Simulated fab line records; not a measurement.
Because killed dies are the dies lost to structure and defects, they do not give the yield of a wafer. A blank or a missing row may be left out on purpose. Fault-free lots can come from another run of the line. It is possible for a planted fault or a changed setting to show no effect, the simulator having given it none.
fab line records || flow berkeley-cmos170
record: {"lots": 14, "wafers": 42, "last-day": 12}
route steps=331 shown M3@327
lots untouched by any fault: they come from a run of this same line in which no faults occurred
start-h: hours from the record's first day to the start of the lot's first wafer shown || wait-h: time in hours since the lot's previous step || " as in the row above || L1.1+2: a row that stands for several wafers || - either no value or no given start || * or withheld: withheld || < > ~ a bound
route shown NAME@n: names a module that has steps shown in the file, with the first one's number in the route || usual: mean/standard deviation taken from wafers without a fault || same: alike in all rows || chamber/n: place in a boat || sites: per-site readings || _std_site: the values' standard deviation || _edge_site: mean of outer sites minus mean of inner sites || radius-mm: for every site, how far away it sits from the centre of the wafer || mask NAME#n: copy n || behind: tool/chamber where the wafer was last shaped || hold: cause of the lot's hold/its duration in hours/its outcome || device: whichever transistor did not switch (one of n, p or np) || end of line: the route-end tests of the same wafers || a step without rows: its recipe alone || killed: the dies lost at the first sort to structure and to defects; this is not the yield of the wafer || map: dies across one wafer; x = killed, . = not, _ = none there
set.NAME: the setting as run; set.NAME@STEP: as run at that earlier step || model.NAME: the simulator's own value behind a step, which no gauge read
steps of the route over a sample of lots; a table a step, a row a wafer
services: from which hour (start-h, from the record's first day; less than 0 if before it) a tool's chamber was out of use, for how many hours, and why
== steps ==
step: UCB170_M3_METAL_ETCH_18
recipe: {"chemistry": "Cl2/BCl3", "target": "Al", "stop-on": "SiO2", "pressure-mtorr": 12, "target-depth-a": 11700, "over-etch-frac": 0.3, "time-s": 195, "icp-w": 600, "bias-w": 120, "Cl2_flow_sccm": 90, "bcl3-flow-sccm": 45}
usual: {"drypump-motor-current-A": "5.6/0.34", "oes-product-au": "0.853/0.015", "throttle-valve-pct": "24.35/0.13"}
{"lot.wafer": "L540.1", "tool": "rie-metal-04", "chamber": 0, "start-h": 173.52, "wait-h": "-", "drypump-motor-current-A": 5.4, "oes-product-au": 0.864, "rf-hours-counter-h": 9.2, "throttle-valve-pct": 24.37}
{"lot.wafer": "L540.2", "tool": "rie-metal-04", "chamber": 1, "start-h": 173.52, "wait-h": "-", "drypump-motor-current-A": 5.7, "oes-product-au": 0.853, "rf-hours-counter-h": 12.1, "throttle-valve-pct": 24.20}
{"lot.wafer": "L540.6", "tool": "rie-metal-04", "chamber": 0, "start-h": 173.52, "wait-h": "-", "drypump-motor-current-A": 5.4, "oes-product-au": 0.868, "rf-hours-counter-h": "-", "throttle-valve-pct": 24.36}
{"lot.wafer": "L539.2", "tool": "rie-metal-02", "chamber": 0, "start-h": 175.85, "wait-h": "-", "drypump-motor-current-A": 5.6, "oes-product-au": 0.878, "rf-hours-counter-h": 6.6, "throttle-valve-pct": 24.36}
{"lot.wafer": "L539.5", "tool": "rie-metal-02", "chamber": 1, "start-h": 175.85, "wait-h": "-", "drypump-motor-current-A": 5.4, "oes-product-au": 0.847, "rf-hours-counter-h": "-", "throttle-valve-pct": 24.27}
{"lot.wafer": "L539.6", "tool": "rie-metal-02", "chamber": 0, "start-h": 175.85, "wait-h": "-", "drypump-motor-current-A": 5.6, "oes-product-au": 0.877, "rf-hours-counter-h": "-", "throttle-valve-pct": 24.38}
{"lot.wafer": "L542.2", "tool": "rie-metal-04", "chamber": 1, "start-h": 175.91, "wait-h": "-", "drypump-motor-current-A": 5.8, "oes-product-au": 0.851, "rf-hours-counter-h": 12.3, "throttle-valve-pct": 24.20}
{"lot.wafer": "L542.4", "tool": "rie-metal-04", "chamber": 0, "start-h": 175.91, "wait-h": "-", "drypump-motor-current-A": 5.4, "oes-product-au": 0.860, "rf-hours-counter-h": "-", "throttle-valve-pct": 24.37}
{"lot.wafer": "L542.5", "tool": "rie-metal-04", "chamber": 1, "start-h": 175.91, "wait-h": "-", "drypump-motor-current-A": 5.7, "oes-product-au": 0.845, "rf-hours-counter-h": "-", "throttle-valve-pct": 24.21}
{"lot.wafer": "L541.1", "tool": "rie-metal-01", "chamber": 1, "start-h": 176.13, "wait-h": "-", "drypump-motor-current-A": 5.2, "oes-product-au": 0.836, "rf-hours-counter-h": 7.3, "throttle-valve-pct": 24.61}
{"lot.wafer": "L541.2", "tool": "rie-metal-01", "chamber": 0, "start-h": 176.13, "wait-h": "-", "drypump-motor-current-A": 6.4, "oes-product-au": 0.826, "rf-hours-counter-h": 5.8, "throttle-valve-pct": 24.45}
{"lot.wafer": "L541.5", "tool": "rie-metal-01", "chamber": 0, "start-h": 176.13, "wait-h": "-", "drypump-motor-current-A": 6.4, "oes-product-au": 0.823, "rf-hours-counter-h": "-", "throttle-valve-pct": 24.43}
{"lot.wafer": "L549.1", "tool": "rie-metal-01", "chamber": 1, "start-h": 217.25, "wait-h": "-", "drypump-motor-current-A": 5.2, "oes-product-au": 0.842, "rf-hours-counter-h": 8.5, "throttle-valve-pct": 24.62}
{"lot.wafer": "L549.3", "tool": "rie-metal-01", "chamber": 0, "start-h": 217.25, "wait-h": "-", "drypump-motor-current-A": 6.3, "oes-product-au": 0.830, "rf-hours-counter-h": "-", "throttle-valve-pct": 24.42}
{"lot.wafer": "L549.6", "tool": "rie-metal-01", "chamber": 1, "start-h": 217.25, "wait-h": "-", "drypump-motor-current-A": 5.2, "oes-product-au": 0.845, "rf-hours-counter-h": "-", "throttle-valve-pct": 24.60}
{"lot.wafer": "L550.2", "tool": "rie-metal-01", "chamber": 0, "start-h": 217.90, "wait-h": "-", "drypump-motor-current-A": 6.4, "oes-product-au": 0.832, "rf-hours-counter-h": 7.2, "throttle-valve-pct": 24.42}
{"lot.wafer": "L550.4", "tool": "rie-metal-01", "chamber": 1, "start-h": 217.90, "wait-h": "-", "drypump-motor-current-A": 5.2, "oes-product-au": 0.836, "rf-hours-counter-h": "-", "throttle-valve-pct": 24.62}
{"lot.wafer": "L550.6", "tool": "rie-metal-01", "chamber": 1, "start-h": 217.90, "wait-h": "-", "drypump-motor-current-A": 5.2, "oes-product-au": 0.841, "rf-hours-counter-h": "-", "throttle-valve-pct": 24.60}
{"lot.wafer": "L552.4", "tool": "rie-metal-02", "chamber": 0, "start-h": 224.74, "wait-h": "-", "drypump-motor-current-A": 5.6, "oes-product-au": 0.875, "rf-hours-counter-h": "-", "throttle-valve-pct": 24.40}
{"lot.wafer": "L552.5", "tool": "rie-metal-02", "chamber": 1, "start-h": 224.74, "wait-h": "-", "drypump-motor-current-A": 5.4, "oes-product-au": 0.841, "rf-hours-counter-h": "-", "throttle-valve-pct": 24.26}
{"lot.wafer": "L552.6", "tool": "rie-metal-02", "chamber": 0, "start-h": 224.74, "wait-h": "-", "drypump-motor-current-A": 5.6, "oes-product-au": 0.874, "rf-hours-counter-h": "-", "throttle-valve-pct": 24.39}
{"lot.wafer": "L553.3", "tool": "rie-metal-04", "chamber": 0, "start-h": 229.14, "wait-h": "-", "drypump-motor-current-A": 5.4, "oes-product-au": 0.859, "rf-hours-counter-h": "-", "throttle-valve-pct": 24.36}
{"lot.wafer": "L553.4", "tool": "rie-metal-04", "chamber": 1, "start-h": 229.14, "wait-h": "-", "drypump-motor-current-A": 5.7, "oes-product-au": 0.838, "rf-hours-counter-h": "-", "throttle-valve-pct": 24.20}
{"lot.wafer": "L553.6", "tool": "rie-metal-04", "chamber": 0, "start-h": 229.14, "wait-h": "-", "drypump-motor-current-A": 5.4, "oes-product-au": 0.855, "rf-hours-counter-h": "-", "throttle-valve-pct": 24.36}
{"lot.wafer": "L554.2", "tool": "rie-metal-02", "chamber": 1, "start-h": 238.51, "wait-h": "-", "drypump-motor-current-A": 5.5, "oes-product-au": 0.842, "rf-hours-counter-h": 5.6, "throttle-valve-pct": 24.26}
{"lot.wafer": "L554.3", "tool": "rie-metal-02", "chamber": 0, "start-h": 238.51, "wait-h": "-", "drypump-motor-current-A": 5.6, "oes-product-au": 0.866, "rf-hours-counter-h": "-", "throttle-valve-pct": 24.38}
{"lot.wafer": "L554.6", "tool": "rie-metal-02", "chamber": 1, "start-h": 238.51, "wait-h": "-", "drypump-motor-current-A": 5.4, "oes-product-au": 0.839, "rf-hours-counter-h": "-", "throttle-valve-pct": 24.26}
{"lot.wafer": "L555.2", "tool": "rie-metal-04", "chamber": 1, "start-h": 243.08, "wait-h": "-", "drypump-motor-current-A": 5.7, "oes-product-au": 0.865, "rf-hours-counter-h": 14.7, "throttle-valve-pct": 24.18}
{"lot.wafer": "L555.3", "tool": "rie-metal-04", "chamber": 0, "start-h": 243.08, "wait-h": "-", "drypump-motor-current-A": 5.4, "oes-product-au": 0.870, "rf-hours-counter-h": "-", "throttle-valve-pct": 24.36}
{"lot.wafer": "L555.5", "tool": "rie-metal-04", "chamber": 0, "start-h": 243.08, "wait-h": "-", "drypump-motor-current-A": 5.4, "oes-product-au": 0.877, "rf-hours-counter-h": "-", "throttle-valve-pct": 24.36}
{"lot.wafer": "L557.2", "tool": "rie-metal-04", "chamber": 1, "start-h": 253.54, "wait-h": "-", "drypump-motor-current-A": 5.8, "oes-product-au": 0.849, "rf-hours-counter-h": "-", "throttle-valve-pct": 24.21}
{"lot.wafer": "L557.3", "tool": "rie-metal-04", "chamber": 1, "start-h": 253.54, "wait-h": "-", "drypump-motor-current-A": 5.8, "oes-product-au": 0.851, "rf-hours-counter-h": "-", "throttle-valve-pct": 24.19}
{"lot.wafer": "L557.5", "tool": "rie-metal-04", "chamber": 1, "start-h": 253.54, "wait-h": "-", "drypump-motor-current-A": 5.8, "oes-product-au": 0.852, "rf-hours-counter-h": "-", "throttle-valve-pct": 24.21}
{"lot.wafer": "L559.2", "tool": "rie-metal-02", "chamber": 1, "start-h": 257.79, "wait-h": "-", "drypump-motor-current-A": 5.4, "oes-product-au": 0.836, "rf-hours-counter-h": 6.3, "throttle-valve-pct": 24.26}
{"lot.wafer": "L559.4", "tool": "rie-metal-02", "chamber": 1, "start-h": 257.79, "wait-h": "-", "drypump-motor-current-A": 5.5, "oes-product-au": 0.850, "rf-hours-counter-h": "-", "throttle-valve-pct": 24.27}
{"lot.wafer": "L559.5", "tool": "rie-metal-02", "chamber": 1, "start-h": 257.79, "wait-h": "-", "drypump-motor-current-A": 5.4, "oes-product-au": 0.845, "rf-hours-counter-h": "-", "throttle-valve-pct": 24.24}
{"lot.wafer": "L560.2", "tool": "rie-metal-04", "chamber": 1, "start-h": 260.54, "wait-h": "-", "drypump-motor-current-A": 5.7, "oes-product-au": 0.845, "rf-hours-counter-h": 15.5, "throttle-valve-pct": 24.20}
{"lot.wafer": "L560.3", "tool": "rie-metal-04", "chamber": 0, "start-h": 260.54, "wait-h": "-", "drypump-motor-current-A": 5.4, "oes-product-au": 0.861, "rf-hours-counter-h": "-", "throttle-valve-pct": 24.37}
{"lot.wafer": "L560.6", "tool": "rie-metal-04", "chamber": 1, "start-h": 260.54, "wait-h": "-", "drypump-motor-current-A": 5.7, "oes-product-au": 0.848, "rf-hours-counter-h": "-", "throttle-valve-pct": 24.21}
{"lot.wafer": "L562.3", "tool": "rie-metal-02", "chamber": 1, "start-h": 292.22, "wait-h": "-", "drypump-motor-current-A": 5.5, "oes-product-au": 0.849, "rf-hours-counter-h": "-", "throttle-valve-pct": 24.25}
{"lot.wafer": "L562.5", "tool": "rie-metal-02", "chamber": 0, "start-h": 292.22, "wait-h": "-", "drypump-motor-current-A": 5.6, "oes-product-au": 0.880, "rf-hours-counter-h": "-", "throttle-valve-pct": 24.36}
{"lot.wafer": "L562.6", "tool": "rie-metal-02", "chamber": 1, "start-h": 292.22, "wait-h": "-", "drypump-motor-current-A": 5.4, "oes-product-au": 0.846, "rf-hours-counter-h": "-", "throttle-valve-pct": 24.26}
step: UCB170_M3_STRIP_19
recipe: {"chemistry": "O2", "power-w": 400, "pressure-mtorr": 3500, "platen-temp-c": "withheld", "o2-flow-sccm": 400, "overash-fraction": 0.5}
usual: {"drypump-motor-current-A": "5.9/0.39", "oes-product-au": "0.541/0.013"}
{"lot.wafer": "L540.1", "tool": "plasma-asher-01", "chamber": 1, "start-h": 173.71, "wait-h": 0.1, "drypump-motor-current-A": 5.9, "oes-product-au": 0.536, "rf-hours-counter-h": 39}
{"lot.wafer": "L540.2", "tool": "plasma-asher-01", "chamber": 0, "start-h": 173.71, "wait-h": 0.1, "drypump-motor-current-A": 6.3, "oes-product-au": 0.545, "rf-hours-counter-h": 39}
{"lot.wafer": "L540.6", "tool": "plasma-asher-01", "chamber": 1, "start-h": 173.71, "wait-h": 0.1, "drypump-motor-current-A": 5.9, "oes-product-au": 0.547, "rf-hours-counter-h": "-"}
{"lot.wafer": "L539.2", "tool": "plasma-asher-01", "chamber": 1, "start-h": 176.04, "wait-h": 0.1, "drypump-motor-current-A": 6.0, "oes-product-au": 0.542, "rf-hours-counter-h": 39}
{"lot.wafer": "L539.5", "tool": "plasma-asher-01", "chamber": 0, "start-h": 176.04, "wait-h": 0.1, "drypump-motor-current-A": 6.3, "oes-product-au": 0.519, "rf-hours-counter-h": "-"}
{"lot.wafer": "L539.6", "tool": "plasma-asher-01", "chamber": 1, "start-h": 176.04, "wait-h": 0.1, "drypump-motor-current-A": 5.9, "oes-product-au": 0.541, "rf-hours-counter-h": "-"}
{"lot.wafer": "L542.2", "tool": "plasma-asher-04", "chamber": 0, "start-h": 176.10, "wait-h": 0.1, "drypump-motor-current-A": 6.0, "oes-product-au": 0.555, "rf-hours-counter-h": 49}
{"lot.wafer": "L542.4", "tool": "plasma-asher-04", "chamber": 1, "start-h": 176.10, "wait-h": 0.1, "drypump-motor-current-A": 6.3, "oes-product-au": 0.551, "rf-hours-counter-h": "-"}
{"lot.wafer": "L542.5", "tool": "plasma-asher-04", "chamber": 1, "start-h": 176.10, "wait-h": 0.1, "drypump-motor-current-A": 6.3, "oes-product-au": 0.561, "rf-hours-counter-h": "-"}
{"lot.wafer": "L541.1", "tool": "plasma-asher-01", "chamber": 1, "start-h": 176.31, "wait-h": 0.1, "drypump-motor-current-A": 6.0, "oes-product-au": 0.520, "rf-hours-counter-h": 39}
{"lot.wafer": "L541.2", "tool": "plasma-asher-01", "chamber": 0, "start-h": 176.31, "wait-h": 0.1, "drypump-motor-current-A": 6.3, "oes-product-au": 0.546, "rf-hours-counter-h": 39}
{"lot.wafer": "L541.5", "tool": "plasma-asher-01", "chamber": 1, "start-h": 176.31, "wait-h": 0.1, "drypump-motor-current-A": 5.9, "oes-product-au": 0.541, "rf-hours-counter-h": "-"}
{"lot.wafer": "L549.1", "tool": "plasma-asher-01", "chamber": 1, "start-h": 217.44, "wait-h": 0.1, "drypump-motor-current-A": 5.9, "oes-product-au": 0.312, "rf-hours-counter-h": 46}
{"lot.wafer": "L549.3", "tool": "plasma-asher-01", "chamber": 1, "start-h": 217.44, "wait-h": 0.1, "drypump-motor-current-A": 5.9, "oes-product-au": 0.310, "rf-hours-counter-h": "-"}
{"lot.wafer": "L549.6", "tool": "plasma-asher-01", "chamber": 1, "start-h": 217.44, "wait-h": 0.1, "drypump-motor-current-A": 5.9, "oes-product-au": 0.314, "rf-hours-counter-h": "-"}
{"lot.wafer": "L550.2", "tool": "plasma-asher-02", "chamber": 1, "start-h": 218.09, "wait-h": 0.1, "drypump-motor-current-A": 5.9, "oes-product-au": 0.311, "rf-hours-counter-h": 53}
{"lot.wafer": "L550.4", "tool": "plasma-asher-02", "chamber": 1, "start-h": 218.09, "wait-h": 0.1, "drypump-motor-current-A": 5.9, "oes-product-au": 0.317, "rf-hours-counter-h": "-"}
{"lot.wafer": "L550.6", "tool": "plasma-asher-02", "chamber": 0, "start-h": 218.09, "wait-h": 0.1, "drypump-motor-current-A": 5.1, "oes-product-au": 0.311, "rf-hours-counter-h": "-"}
{"lot.wafer": "L552.4", "tool": "plasma-asher-02", "chamber": 0, "start-h": 224.90, "wait-h": 0.1, "drypump-motor-current-A": 5.1, "oes-product-au": 0.543, "rf-hours-counter-h": "-"}
{"lot.wafer": "L552.5", "tool": "plasma-asher-02", "chamber": 0, "start-h": 224.90, "wait-h": 0.1, "drypump-motor-current-A": 5.1, "oes-product-au": 0.550, "rf-hours-counter-h": "-"}
{"lot.wafer": "L552.6", "tool": "plasma-asher-02", "chamber": 1, "start-h": 224.90, "wait-h": 0.1, "drypump-motor-current-A": 5.9, "oes-product-au": 0.546, "rf-hours-counter-h": "-"}
{"lot.wafer": "L553.3", "tool": "plasma-asher-04", "chamber": 1, "start-h": 229.30, "wait-h": 0.1, "drypump-motor-current-A": 6.3, "oes-product-au": 0.568, "rf-hours-counter-h": "-"}
{"lot.wafer": "L553.4", "tool": "plasma-asher-04", "chamber": 0, "start-h": 229.30, "wait-h": 0.1, "drypump-motor-current-A": 6.0, "oes-product-au": 0.542, "rf-hours-counter-h": "-"}
{"lot.wafer": "L553.6", "tool": "plasma-asher-04", "chamber": 0, "start-h": 229.30, "wait-h": 0.1, "drypump-motor-current-A": 6.0, "oes-product-au": 0.560, "rf-hours-counter-h": "-"}
{"lot.wafer": "L554.2", "tool": "plasma-asher-04", "chamber": 0, "start-h": 238.70, "wait-h": 0.1, "drypump-motor-current-A": 6.0, "oes-product-au": 0.547, "rf-hours-counter-h": 52}
{"lot.wafer": "L554.3", "tool": "plasma-asher-04", "chamber": 1, "start-h": 238.70, "wait-h": 0.1, "drypump-motor-current-A": 6.3, "oes-product-au": 0.531, "rf-hours-counter-h": "-"}
{"lot.wafer": "L554.6", "tool": "plasma-asher-04", "chamber": 1, "start-h": 238.70, "wait-h": 0.1, "drypump-motor-current-A": 6.3, "oes-product-au": 0.537, "rf-hours-counter-h": "-"}
{"lot.wafer": "L555.2", "tool": "plasma-asher-04", "chamber": 1, "start-h": 243.27, "wait-h": 0.1, "drypump-motor-current-A": 6.3, "oes-product-au": 0.545, "rf-hours-counter-h": 53}
{"lot.wafer": "L555.3", "tool": "plasma-asher-04", "chamber": 1, "start-h": 243.27, "wait-h": 0.1, "drypump-motor-current-A": 6.3, "oes-product-au": 0.563, "rf-hours-counter-h": "-"}
{"lot.wafer": "L555.5", "tool": "plasma-asher-04", "chamber": 0, "start-h": 243.27, "wait-h": 0.1, "drypump-motor-current-A": 6.0, "oes-product-au": 0.561, "rf-hours-counter-h": "-"}
{"lot.wafer": "L557.2", "tool": "plasma-asher-02", "chamber": 0, "start-h": 253.85, "wait-h": 0.2, "drypump-motor-current-A": 5.1, "oes-product-au": 0.564, "rf-hours-counter-h": 57}
{"lot.wafer": "L557.3", "tool": "plasma-asher-02", "chamber": 1, "start-h": 253.85, "wait-h": 0.2, "drypump-motor-current-A": 5.9, "oes-product-au": 0.548, "rf-hours-counter-h": "-"}
{"lot.wafer": "L557.5", "tool": "plasma-asher-02", "chamber": 1, "start-h": 253.85, "wait-h": 0.2, "drypump-motor-current-A": 5.8, "oes-product-au": 0.557, "rf-hours-counter-h": "-"}
{"lot.wafer": "L559.2", "tool": "plasma-asher-01", "chamber": 0, "start-h": 257.98, "wait-h": 0.1, "drypump-motor-current-A": 6.3, "oes-product-au": 0.521, "rf-hours-counter-h": 50}
{"lot.wafer": "L559.4", "tool": "plasma-asher-01", "chamber": 0, "start-h": 257.98, "wait-h": 0.1, "drypump-motor-current-A": 6.3, "oes-product-au": 0.537, "rf-hours-counter-h": "-"}
{"lot.wafer": "L559.5", "tool": "plasma-asher-01", "chamber": 1, "start-h": 257.98, "wait-h": 0.1, "drypump-motor-current-A": 5.9, "oes-product-au": 0.545, "rf-hours-counter-h": "-"}
{"lot.wafer": "L560.2", "tool": "plasma-asher-02", "chamber": 1, "start-h": 260.72, "wait-h": 0.1, "drypump-motor-current-A": 5.9, "oes-product-au": 0.549, "rf-hours-counter-h": 58}
{"lot.wafer": "L560.3", "tool": "plasma-asher-02", "chamber": 0, "start-h": 260.72, "wait-h": 0.1, "drypump-motor-current-A": 5.1, "oes-product-au": 0.560, "rf-hours-counter-h": "-"}
{"lot.wafer": "L560.6", "tool": "plasma-asher-02", "chamber": 1, "start-h": 260.72, "wait-h": 0.1, "drypump-motor-current-A": 5.9, "oes-product-au": 0.541, "rf-hours-counter-h": "-"}
{"lot.wafer": "L562.3", "tool": "plasma-asher-01", "chamber": 1, "start-h": 292.38, "wait-h": 0.1, "drypump-motor-current-A": 5.9, "oes-product-au": 0.540, "rf-hours-counter-h": "-"}
{"lot.wafer": "L562.5", "tool": "plasma-asher-01", "chamber": 0, "start-h": 292.38, "wait-h": 0.1, "drypump-motor-current-A": 6.3, "oes-product-au": 0.541, "rf-hours-counter-h": "-"}
{"lot.wafer": "L562.6", "tool": "plasma-asher-01", "chamber": 1, "start-h": 292.38, "wait-h": 0.1, "drypump-motor-current-A": 5.9, "oes-product-au": 0.541, "rf-hours-counter-h": "-"}
step: UCB170_M3_CD_MEAS_90
recipe: {"target-cd-nm": 700}
usual: {"cd-nm": "700.4/2.6"}
{"lot.wafer": "L540.1", "tool": "cd-sem-01", "chamber": "-", "start-h": 173.81, "wait-h": 0.1, "cd-nm": 702.5}
{"lot.wafer": "L540.2", "tool": "cd-sem-01", "chamber": "-", "start-h": 173.81, "wait-h": 0.1, "cd-nm": 700.4}
{"lot.wafer": "L540.6", "tool": "cd-sem-01", "chamber": "-", "start-h": 173.81, "wait-h": 0.1, "cd-nm": 703.4}
{"lot.wafer": "L539.2", "tool": "cd-sem-02", "chamber": "-", "start-h": 176.16, "wait-h": 0.1, "cd-nm": 701.4}
{"lot.wafer": "L539.5", "tool": "cd-sem-02", "chamber": "-", "start-h": 176.16, "wait-h": 0.1, "cd-nm": 701.9}
{"lot.wafer": "L539.6", "tool": "cd-sem-02", "chamber": "-", "start-h": 176.16, "wait-h": 0.1, "cd-nm": 704.0}
{"lot.wafer": "L542.2", "tool": "cd-sem-01", "chamber": "-", "start-h": 176.22, "wait-h": 0.1, "cd-nm": 701.0}
{"lot.wafer": "L542.4", "tool": "cd-sem-01", "chamber": "-", "start-h": 176.22, "wait-h": 0.1, "cd-nm": 701.3}
{"lot.wafer": "L542.5", "tool": "cd-sem-01", "chamber": "-", "start-h": 176.22, "wait-h": 0.1, "cd-nm": 697.9}
{"lot.wafer": "L541.1", "tool": "cd-sem-01", "chamber": "-", "start-h": 176.50, "wait-h": 0.2, "cd-nm": 696.9}
{"lot.wafer": "L541.2", "tool": "cd-sem-01", "chamber": "-", "start-h": 176.50, "wait-h": 0.2, "cd-nm": 699.6}
{"lot.wafer": "L541.5", "tool": "cd-sem-01", "chamber": "-", "start-h": 176.50, "wait-h": 0.2, "cd-nm": 701.2}
{"lot.wafer": "L549.1", "tool": "cd-sem-02", "chamber": "-", "start-h": 217.54, "wait-h": 0.1, "cd-nm": 674.9}
{"lot.wafer": "L549.3", "tool": "cd-sem-02", "chamber": "-", "start-h": 217.54, "wait-h": 0.1, "cd-nm": 675.7}
{"lot.wafer": "L549.6", "tool": "cd-sem-02", "chamber": "-", "start-h": 217.54, "wait-h": 0.1, "cd-nm": 673.3}
{"lot.wafer": "L550.2", "tool": "cd-sem-02", "chamber": "-", "start-h": 218.21, "wait-h": 0.1, "cd-nm": 675.3}
{"lot.wafer": "L550.4", "tool": "cd-sem-02", "chamber": "-", "start-h": 218.21, "wait-h": 0.1, "cd-nm": 673.4}
{"lot.wafer": "L550.6", "tool": "cd-sem-02", "chamber": "-", "start-h": 218.21, "wait-h": 0.1, "cd-nm": 673.7}
{"lot.wafer": "L552.4", "tool": "cd-sem-02", "chamber": "-", "start-h": 225.02, "wait-h": 0.1, "cd-nm": 701.8}
{"lot.wafer": "L552.5", "tool": "cd-sem-02", "chamber": "-", "start-h": 225.02, "wait-h": 0.1, "cd-nm": 701.7}
{"lot.wafer": "L552.6", "tool": "cd-sem-02", "chamber": "-", "start-h": 225.02, "wait-h": 0.1, "cd-nm": 698.2}
{"lot.wafer": "L553.3", "tool": "cd-sem-02", "chamber": "-", "start-h": 229.41, "wait-h": 0.1, "cd-nm": 704.1}
{"lot.wafer": "L553.4", "tool": "cd-sem-02", "chamber": "-", "start-h": 229.41, "wait-h": 0.1, "cd-nm": 702.6}
{"lot.wafer": "L553.6", "tool": "cd-sem-02", "chamber": "-", "start-h": 229.41, "wait-h": 0.1, "cd-nm": 702.1}
{"lot.wafer": "L554.2", "tool": "cd-sem-01", "chamber": "-", "start-h": 238.90, "wait-h": 0.2, "cd-nm": 699.5}
{"lot.wafer": "L554.3", "tool": "cd-sem-01", "chamber": "-", "start-h": 238.90, "wait-h": 0.2, "cd-nm": 699.1}
{"lot.wafer": "L554.6", "tool": "cd-sem-01", "chamber": "-", "start-h": 238.90, "wait-h": 0.2, "cd-nm": 701.3}
{"lot.wafer": "L555.2", "tool": "cd-sem-01", "chamber": "-", "start-h": 243.39, "wait-h": 0.1, "cd-nm": 699.3}
{"lot.wafer": "L555.3", "tool": "cd-sem-01", "chamber": "-", "start-h": 243.39, "wait-h": 0.1, "cd-nm": 697.5}
{"lot.wafer": "L555.5", "tool": "cd-sem-01", "chamber": "-", "start-h": 243.39, "wait-h": 0.1, "cd-nm": 697.4}
{"lot.wafer": "L557.2", "tool": "cd-sem-01", "chamber": "-", "start-h": 253.99, "wait-h": 0.1, "cd-nm": 702.3}
{"lot.wafer": "L557.3", "tool": "cd-sem-01", "chamber": "-", "start-h": 253.99, "wait-h": 0.1, "cd-nm": 702.5}
{"lot.wafer": "L557.5", "tool": "cd-sem-01", "chamber": "-", "start-h": 253.99, "wait-h": 0.1, "cd-nm": 701.7}
{"lot.wafer": "L559.2", "tool": "cd-sem-02", "chamber": "-", "start-h": 258.10, "wait-h": 0.1, "cd-nm": 700.9}
{"lot.wafer": "L559.4", "tool": "cd-sem-02", "chamber": "-", "start-h": 258.10, "wait-h": 0.1, "cd-nm": 699.6}
{"lot.wafer": "L559.5", "tool": "cd-sem-02", "chamber": "-", "start-h": 258.10, "wait-h": 0.1, "cd-nm": 703.2}
{"lot.wafer": "L560.2", "tool": "cd-sem-01", "chamber": "-", "start-h": 260.84, "wait-h": 0.1, "cd-nm": 702.5}
{"lot.wafer": "L560.3", "tool": "cd-sem-01", "chamber": "-", "start-h": 260.84, "wait-h": 0.1, "cd-nm": 701.5}
{"lot.wafer": "L560.6", "tool": "cd-sem-01", "chamber": "-", "start-h": 260.84, "wait-h": 0.1, "cd-nm": 699.6}
{"lot.wafer": "L562.3", "tool": "cd-sem-02", "chamber": "-", "start-h": 292.48, "wait-h": 0.1, "cd-nm": 699.5}
{"lot.wafer": "L562.5", "tool": "cd-sem-02", "chamber": "-", "start-h": 292.48, "wait-h": 0.1, "cd-nm": 699.0}
{"lot.wafer": "L562.6", "tool": "cd-sem-02", "chamber": "-", "start-h": 292.48, "wait-h": 0.1, "cd-nm": 699.0}
== services ==
{"tool": "rie-metal-04", "chamber": "-", "start-h": 167.86, "hours": 0.4, "kind": "repair"}
{"tool": "rie-metal-01", "chamber": 1, "start-h": 178.62, "hours": 1.4, "kind": "repair"}
{"tool": "plasma-asher-04", "chamber": "-", "start-h": 190.74, "hours": 28.1, "kind": "pm"}
{"tool": "rie-metal-02", "chamber": "-", "start-h": 207.08, "hours": 14.6, "kind": "pm"}
{"tool": "rie-metal-04", "chamber": 1, "start-h": 207.77, "hours": 5.2, "kind": "repair"}
{"tool": "rie-metal-04", "chamber": 0, "start-h": 251.92, "hours": 8.5, "kind": "repair"}
{"tool": "rie-metal-04", "chamber": 1, "start-h": 268.88, "hours": "-", "kind": "clean"}
{"tool": "rie-metal-04", "chamber": 1, "start-h": 268.88, "hours": 16.3, "kind": "scheduled-down"}
{"tool": "rie-metal-04", "chamber": 1, "start-h": 268.88, "hours": 16.3, "kind": "vent-cycle"}
{"tool": "plasma-asher-02", "chamber": "-", "start-h": 275.56, "hours": 3.4, "kind": "repair"}
{"tool": "rie-metal-02", "chamber": "-", "start-h": 282.81, "hours": 2.8, "kind": "pm"}
== key ==
first-sign: {"step": "UCB170_M3_STRIP_19", "reading": "oes-product-au", "direction": "down", "sigmas": 18, "usual": 0.541, "struck": 0.313}
effect: {"step": "UCB170_M3_CD_MEAS_90", "reading": "cd-nm", "direction": "down", "sigmas": 10, "usual": 700.4, "struck": 674.4}
met-at UCB170_M3_METAL_ETCH_18
struck-lots L549,L550
onset-between 176.13 217.25
fault: {"kind": "process-parameter-drift", "tool": "rie-metal-01", "chamber": "-", "onset-h": 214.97, "steps": "UCB170_M3_METAL_ETCH_18", "channel": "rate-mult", "offset": 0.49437, "shape": "step", "end-h": 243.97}
